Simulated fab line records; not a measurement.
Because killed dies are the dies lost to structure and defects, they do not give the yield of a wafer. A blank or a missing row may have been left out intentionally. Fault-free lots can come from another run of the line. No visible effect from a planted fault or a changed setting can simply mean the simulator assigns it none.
Which tool was responsible? -- flow berkeley_cmos170 -- 14 lots, 42 wafers sampled, at 6 steps of a route of 331

== WHAT THE GAUGES READ, wafer by wafer ==
UCB170_NSD_TW_MEAS_10. Usual: NSD_TW typically reads 4183, with standard deviation 42.
lot,measured,on,NSD_TW,flag
L338,day 7 14:53,film_metro-04,4153 4144 4160,
L339,day 7 15:11,film_metro-01,4193 4222 4219,
L341,day 8 07:42,film_metro-01,4177 4178 4179,
L340,day 8 07:29,film_metro-04,4165 4156 4145,
L342,day 8 07:49,film_metro-01,4189 4192 4178,
L343,day 8 17:31,film_metro-04,4147 4140 4138,
L344,day 8 18:11,film_metro-01,4159 4143 4166,
L345,day 9 02:47,film_metro-01,4532 4544 4535,OFF
L347,day 9 07:46,film_metro-04,4519 4571 4529,OFF
L346,day 9 08:20,film_metro-01,4191 4189 4171,
L350,day 10 02:30,film_metro-02,4236 4259 4267,
L354,day 10 17:23,film_metro-04,4125 4134 4112,
L358,day 11 05:02,film_metro-02,4220 4215 4222,
L361,day 12 04:34,film_metro-01,4180 4209 4181,

UCB170_SDANNEAL_RS_MEAS_03: uses a four-point probe to measure. Usual: NSD_RS typically reads 37.28 ohm/sq, with standard deviation 0.11.
lot,measured,on,NSD_RS (ohm/sq),flag
L338,day 7 16:47,film_metro-01,37.23 37.14 37.28,
L339,day 7 17:05,film_metro-02,37.09 37.25 37.17,
L341,day 8 09:10,film_metro-01,37.30 37.43 37.33,
L340,day 8 08:43,film_metro-02,37.13 37.24 37.17,
L342,day 8 09:20,film_metro-02,37.30 37.38 37.25,
L343,day 8 20:10,film_metro-01,37.36 37.28 37.37,
L344,day 8 20:01,film_metro-02,37.31 37.35 37.37,
L345,day 9 04:01,film_metro-02,34.25 34.18 34.24,OFF
L347,day 9 09:01,film_metro-04,34.03 34.07 34.06,OFF
L346,day 9 09:37,film_metro-01,37.39 37.36 37.51,
L350,day 10 03:55,film_metro-04,37.18 37.11 37.10,
L354,day 10 18:48,film_metro-01,37.33 37.35 37.35,
L358,day 11 06:19,film_metro-01,37.45 37.48 37.46,
L361,day 12 05:46,film_metro-04,37.31 37.23 37.28,

== WHICH TOOL RAN EACH LOT (tool, then ch and the chambers of the sampled wafers, then the start) ==
lot,UCB170_PLDD_STRIP_10,UCB170_NSD_IMPLANT_08,UCB170_NSD_STRIP_09,UCB170_SDANNEAL_RTA_00
L338,"plasma_asher-02 ch 0,1, day 7 01:52","implanter-04 ch 0, day 7 14:38","plasma_asher-03 ch 0,1, day 7 14:47","rtp_anneal-01 ch 0, day 7 16:32"
L339,"plasma_asher-02 ch 0,1, day 7 02:15","implanter-04 ch 0, day 7 14:56","plasma_asher-01 ch 0,1, day 7 15:04","rtp_anneal-02 ch 0, day 7 16:50"
L341,"plasma_asher-03 ch 0,1, day 7 17:01","implanter-04 ch 0, day 8 07:29","plasma_asher-04 ch 0,1, day 8 07:36","rtp_anneal-02 ch 0, day 8 08:53"
L340,"plasma_asher-01 ch 0,1, day 7 17:17","implanter-03 ch 0, day 8 07:16","plasma_asher-03 ch 0,1, day 8 07:23","rtp_anneal-01 ch 0, day 8 08:26"
L342,"plasma_asher-02 ch 0,1, day 7 17:19","implanter-01 ch 0, day 8 07:35","plasma_asher-03 ch 0,1, day 8 07:43","rtp_anneal-01 ch 0, day 8 09:04"
L343,"plasma_asher-01 ch 0,1, day 8 02:19","implanter-04 ch 0, day 8 17:16","plasma_asher-04 ch 1, day 8 17:25","rtp_anneal-01 ch 0, day 8 19:55"
L344,"plasma_asher-03 ch 0,1, day 8 02:35","implanter-01 ch 0, day 8 17:58","plasma_asher-01 ch 0,1, day 8 18:07","rtp_anneal-02 ch 0, day 8 19:46"
L345,"plasma_asher-03 ch 0,1, day 8 12:40","implanter-01 ch 0, day 9 02:34","plasma_asher-03 ch 0,1, day 9 02:41","rtp_anneal-02 ch 0, day 9 03:44"
L347,"plasma_asher-01 ch 1, day 8 22:51","implanter-01 ch 0, day 9 07:31","plasma_asher-01 ch 0,1, day 9 07:40","rtp_anneal-01 ch 0, day 9 08:46"
L346,"plasma_asher-03 ch 0,1, day 8 22:58","implanter-03 ch 0, day 9 08:06","plasma_asher-01 ch 0,1, day 9 08:13","rtp_anneal-02 ch 0, day 9 09:22"
L350,"plasma_asher-02 ch 0,1, day 9 15:47","implanter-04 ch 0, day 10 02:15","plasma_asher-04 ch 0,1, day 10 02:24","rtp_anneal-01 ch 0, day 10 03:41"
L354,"plasma_asher-02 ch 0,1, day 10 06:18","implanter-03 ch 0, day 10 17:08","plasma_asher-01 ch 0,1, day 10 17:17","rtp_anneal-01 ch 0, day 10 18:34"
L358,"plasma_asher-03 ch 0,1, day 10 17:10","implanter-03 ch 0, day 11 04:47","plasma_asher-04 ch 0,1, day 11 04:56","rtp_anneal-01 ch 0, day 11 06:04"
L361,"plasma_asher-02 ch 0,1, day 11 18:02","implanter-04 ch 0, day 12 04:19","plasma_asher-03 ch 0,1, day 12 04:28","rtp_anneal-02 ch 0, day 12 05:31"
- UCB170_PLDD_STRIP_10: strips in O2.
- UCB170_NSD_IMPLANT_08
- UCB170_NSD_STRIP_09: strips in O2.
- UCB170_SDANNEAL_RTA_00: time 10 s.

== AS READ BY THE TOOLS THEMSELVES (means over the sampled wafers that have a number; for cases with no such wafer, the mark the record gives instead) ==
UCB170_PLDD_STRIP_10. Usual: drypump_motor_current_A 5.6 A, standard deviation 0.42; oes_product_au 0.734 a.u., standard deviation 0.0045; strip_time_to_endpoint_s 21.64 s, standard deviation 0.065.
lot,tool,drypump_motor_current_A (A),oes_product_au (a.u.),strip_time_to_endpoint_s (s),flag
L338,plasma_asher-02,5.6,0.734,21.76,
L339,plasma_asher-02,6.0,0.733,21.62,
L341,plasma_asher-03,5.5,0.737,21.61,
L340,plasma_asher-01,5.4,0.734,21.68,
L342,plasma_asher-02,6.0,0.726,21.70,
L343,plasma_asher-01,5.4,0.733,21.69,
L344,plasma_asher-03,5.4,0.735,21.64,
L345,plasma_asher-03,5.4,0.733,21.59,
L347,plasma_asher-01,5.4,0.732,21.58,
L346,plasma_asher-03,5.5,0.735,21.58,
L350,plasma_asher-02,5.6,0.733,21.64,
L354,plasma_asher-02,5.6,0.729,21.66,
L358,plasma_asher-03,5.4,0.734,21.71,
L361,plasma_asher-02,5.6,0.733,21.52,

UCB170_NSD_IMPLANT_08. Usual: beam_energy_keV 40.001, standard deviation 0.011; beam_on_s 9.98 s, standard deviation 0.19.
lot,tool,beam_energy_keV,beam_on_s (s),flag
L338,implanter-04,40.004,9.94,
L339,implanter-04,39.996,9.87,
L341,implanter-04,39.994,9.90,
L340,implanter-03,39.993,10.02,
L342,implanter-01,39.993,9.81,
L343,implanter-04,40.009,9.95,
L344,implanter-01,40.013,10.04,
L345,implanter-01,53.998,10.05,OFF
L347,implanter-01,54.006,9.97,OFF
L346,implanter-03,39.992,10.18,
L350,implanter-04,39.985,9.94,
L354,implanter-03,40.004,9.97,
L358,implanter-03,39.999,9.90,
L361,implanter-04,40.005,9.74,

UCB170_NSD_STRIP_09. Usual: drypump_motor_current_A 5.6 A, standard deviation 0.33; oes_product_au 0.534 a.u., standard deviation 0.0047; strip_time_to_endpoint_s 35.80 s, standard deviation 0.069.
lot,tool,drypump_motor_current_A (A),oes_product_au (a.u.),strip_time_to_endpoint_s (s),flag
L338,plasma_asher-03,5.4,0.533,35.88,
L339,plasma_asher-01,5.5,0.534,35.84,
L341,plasma_asher-04,5.9,0.531,35.77,
L340,plasma_asher-03,5.5,0.531,35.87,
L342,plasma_asher-03,5.4,0.539,35.82,
L343,plasma_asher-04,6.2,0.529,35.70,
L344,plasma_asher-01,5.5,0.537,35.67,
L345,plasma_asher-03,5.4,0.496,40.76,OFF
L347,plasma_asher-01,5.5,0.494,40.90,OFF
L346,plasma_asher-01,5.5,0.533,35.68,
L350,plasma_asher-04,5.9,0.528,35.83,
L354,plasma_asher-01,5.4,0.536,35.83,
L358,plasma_asher-04,5.9,0.537,35.80,
L361,plasma_asher-03,5.4,0.535,35.78,

UCB170_SDANNEAL_RTA_00. Usual: lamp_power_pct 24.37 %, standard deviation 0.13; wafer_temp_C_max 904.9, standard deviation 1.3.
lot,tool,lamp_power_pct (%),wafer_temp_C_max,flag
L338,rtp_anneal-01,24.50,903.0,
L339,rtp_anneal-02,24.27,905.3,
L341,rtp_anneal-02,24.27,906.8,
L340,rtp_anneal-01,24.54,903.4,
L342,rtp_anneal-01,24.50,903.8,
L343,rtp_anneal-01,24.52,904.0,
L344,rtp_anneal-02,24.24,905.4,
L345,rtp_anneal-02,24.25,904.8,
L347,rtp_anneal-01,24.51,904.4,
L346,rtp_anneal-02,24.25,906.4,
L350,rtp_anneal-01,24.51,903.7,
L354,rtp_anneal-01,24.53,904.1,
L358,rtp_anneal-01,24.51,903.8,
L361,rtp_anneal-02,24.25,905.0,

== THE ANSWER, worked out from the rows above alone ==
Rule: a lot is off if the mean of its wafers that have a number lies more than 3 standard deviations from the usual mean. A lot without any number at a reading at which 4 lots or more have one is off too. Where the step has rows for the other lots, those lots are counted as sound. The gauges are gone through in route order, then the tools' own readings, and for those a lot's mean is taken as printed above. The first step at which some lot is off is used, and at that step the reading that is off furthest; a lot without a number counts as furthest.
Off: L345, L347, at UCB170_NSD_TW_MEAS_10 (NSD_TW).
A tool fits if, at a process step before that reading, it ran every lot that is off, and no sound lot after the first of them. Not tried: the gauges at UCB170_NSD_TW_MEAS_10; whatever is off there is also off at UCB170_NSD_IMPLANT_08, on other tools, and gauge error can't account for it. One fits: implanter-01 at UCB170_NSD_IMPLANT_08. Its last sound lot is L344 (day 8 17:58), its first lot that is off L345 (day 9 02:34): a fault that began between those two fits.
The tool's own readings at UCB170_NSD_IMPLANT_08 bear it out: on the lots that are off they differ by more than 5 times the standard deviation of the sound lots' means. beam_energy_keV reads 54.002 there against 39.999 on the sound lots.

== WHAT HAD BEEN PUT IN BY THE SIMULATOR ==
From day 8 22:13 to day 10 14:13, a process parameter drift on implanter-01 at UCB170_NSD_IMPLANT_08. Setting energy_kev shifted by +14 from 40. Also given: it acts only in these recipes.
Lots struck among those shown: L345, L347. Same finding as the rule above.
